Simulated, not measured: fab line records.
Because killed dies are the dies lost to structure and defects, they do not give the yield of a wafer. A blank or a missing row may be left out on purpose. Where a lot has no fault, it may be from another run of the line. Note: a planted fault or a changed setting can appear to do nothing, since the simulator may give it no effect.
Shared-tool check / flow berkeley cmos170 / Lots sampled 13, wafers sampled 39

THE REASON FOR OPENING IT
UCB170_PLDD_OVL_MEAS_07, reading PLDD_OVL: flagged on 4 of 13 lots. Wafers without a fault read -2 nm, standard deviation 5.7.
Rule: a lot is flagged in two cases, either no wafer of it has a number, or all its wafers with numbers fall more than 4 standard deviations from that mean. The rest of the lots are taken to be sound.

lot=L654; measured=day 6 09:36; on=overlay-01; PLDD_OVL (nm), wafer by wafer=-5 2 0; flag=
lot=L656; measured=day 6 10:09; on=overlay-02; PLDD_OVL (nm), wafer by wafer=-3 -7 2; flag=
lot=L655; measured=day 6 10:27; on=overlay-01; PLDD_OVL (nm), wafer by wafer=-9 -9 -13; flag=
lot=L661; measured=day 7 11:19; on=overlay-02; PLDD_OVL (nm), wafer by wafer=333 320 326; flag=FLAGGED
lot=L660; measured=day 7 11:33; on=overlay-01; PLDD_OVL (nm), wafer by wafer=0 -7 -3; flag=
lot=L662; measured=day 8 01:23; on=overlay-01; PLDD_OVL (nm), wafer by wafer=319 325 319; flag=FLAGGED
lot=L664; measured=day 8 10:08; on=overlay-01; PLDD_OVL (nm), wafer by wafer=329 335 330; flag=FLAGGED
lot=L663; measured=day 8 10:19; on=overlay-01; PLDD_OVL (nm), wafer by wafer=317 319 318; flag=FLAGGED
lot=L670; measured=day 9 08:56; on=overlay-01; PLDD_OVL (nm), wafer by wafer=-1 -7 -4; flag=
lot=L669; measured=day 9 09:13; on=overlay-01; PLDD_OVL (nm), wafer by wafer=-7 -11 -6; flag=
lot=L674; measured=day 10 05:56; on=overlay-01; PLDD_OVL (nm), wafer by wafer=-2 1 3; flag=
lot=L675; measured=day 11 02:19; on=overlay-01; PLDD_OVL (nm), wafer by wafer=-2 -7 3; flag=
lot=L673; measured=day 11 02:53; on=overlay-02; PLDD_OVL (nm), wafer by wafer=-11 -17 -5; flag=
The mean of the flagged lots' numbers is 324 nm, +326 nm from the usual (+57 standard deviations).

TOOL THAT RAN EACH LOT
2 process steps preceding the reading are held in the record, out of 331 steps in the route. Every cell lists first the tool, next ch and the chambers used by the sampled wafers, and last the start.
lot=L654; flag=; UCB170_PVT_STRIP_08=plasma asher-04 ch 0,1, day 5 17:37; UCB170_PLDD_EXPOSE_03=krf scanner-01 ch 0, day 6 08:41
lot=L656; flag=; UCB170_PVT_STRIP_08=plasma asher-04 ch 0,1, day 5 18:13; UCB170_PLDD_EXPOSE_03=krf scanner-01 ch 0, day 6 08:57
lot=L655; flag=; UCB170_PVT_STRIP_08=plasma asher-03 ch 0,1, day 5 18:11; UCB170_PLDD_EXPOSE_03=krf scanner-01 ch 0, day 6 09:07
lot=L661; flag=FLAGGED; UCB170_PVT_STRIP_08=plasma asher-04 ch 1, day 6 17:43; UCB170_PLDD_EXPOSE_03=krf scanner-02 ch 0, day 7 10:42
lot=L660; flag=; UCB170_PVT_STRIP_08=plasma asher-03 ch 0,1, day 6 18:05; UCB170_PLDD_EXPOSE_03=krf scanner-01 ch 0, day 7 11:02
lot=L662; flag=FLAGGED; UCB170_PVT_STRIP_08=plasma asher-02 ch 0, day 7 10:52; UCB170_PLDD_EXPOSE_03=krf scanner-02 ch 0, day 8 00:53
lot=L664; flag=FLAGGED; UCB170_PVT_STRIP_08=plasma asher-02 ch 0,1, day 7 20:05; UCB170_PLDD_EXPOSE_03=krf scanner-02 ch 0, day 8 09:39
lot=L663; flag=FLAGGED; UCB170_PVT_STRIP_08=plasma asher-04 ch 0,1, day 7 20:10; UCB170_PLDD_EXPOSE_03=krf scanner-02 ch 0, day 8 09:50
lot=L670; flag=; UCB170_PVT_STRIP_08=plasma asher-03 ch 0,1, day 8 14:22; UCB170_PLDD_EXPOSE_03=krf scanner-01 ch 0, day 9 08:13
lot=L669; flag=; UCB170_PVT_STRIP_08=plasma asher-03 ch 0,1, day 8 14:52; UCB170_PLDD_EXPOSE_03=krf scanner-01 ch 0, day 9 08:41
lot=L674; flag=; UCB170_PVT_STRIP_08=plasma asher-04 ch 0,1, day 9 19:09; UCB170_PLDD_EXPOSE_03=krf scanner-01 ch 0, day 10 05:25
lot=L675; flag=; UCB170_PVT_STRIP_08=plasma asher-03 ch 0,1, day 10 10:32; UCB170_PLDD_EXPOSE_03=krf scanner-01 ch 0, day 11 01:51
lot=L673; flag=; UCB170_PVT_STRIP_08=plasma asher-04 ch 0,1, day 10 10:39; UCB170_PLDD_EXPOSE_03=krf scanner-01 ch 0, day 11 02:23
These steps, and what they do:
- UCB170_PVT_STRIP_08: strips in O2.
- UCB170_PLDD_EXPOSE_03: exposes mask PSELECT, target cd 1200 nm.
- UCB170_PLDD_OVL_MEAS_07

FLAGGED AGAINST TOTAL, ONE TOOL AT A TIME (gauges that did the reading follow at the end)
step=UCB170_PVT_STRIP_08; tool=plasma asher-02; lots run=2; flagged=2; share of the flagged lots=some; sound lots run after its first flagged lot=0
step=UCB170_PVT_STRIP_08; tool=plasma asher-03; lots run=5; flagged=0; share of the flagged lots=none; sound lots run after its first flagged lot=-
step=UCB170_PVT_STRIP_08; tool=plasma asher-04; lots run=6; flagged=2; share of the flagged lots=some; sound lots run after its first flagged lot=2 (L674,L673)
step=UCB170_PLDD_EXPOSE_03; tool=krf scanner-01; lots run=9; flagged=0; share of the flagged lots=none; sound lots run after its first flagged lot=-
step=UCB170_PLDD_EXPOSE_03; tool=krf scanner-02; lots run=4; flagged=4; share of the flagged lots=all; sound lots run after its first flagged lot=0
step=UCB170_PLDD_OVL_MEAS_07; tool=overlay-01; lots run=10; flagged=3; share of the flagged lots=some; sound lots run after its first flagged lot=4 (L670,L669,L674,L675)
step=UCB170_PLDD_OVL_MEAS_07; tool=overlay-02; lots run=3; flagged=1; share of the flagged lots=some; sound lots run after its first flagged lot=1 (L673)

WHAT IS ALLOWED BY THE TABLE
Rows of the table that ran each flagged lot: 1, that is krf scanner-02 at UCB170_PLDD_EXPOSE_03.
- krf scanner-02 at UCB170_PLDD_EXPOSE_03 ran 4 lots, 4 of them flagged. With no sound lot run before its first flagged lot in this sample, there is nothing to narrow down the start.
Left over: one tool, krf scanner-02 at UCB170_PLDD_EXPOSE_03.

WHAT WAS PUT IN BY THE SIMULATOR
Scanner matching overlay: krf scanner-02, from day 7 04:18 on, at UCB170_PLDD_EXPOSE_03. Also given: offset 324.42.
Shown lots that were struck: L661, L662, L664, L663. This agrees with what the rule above found.
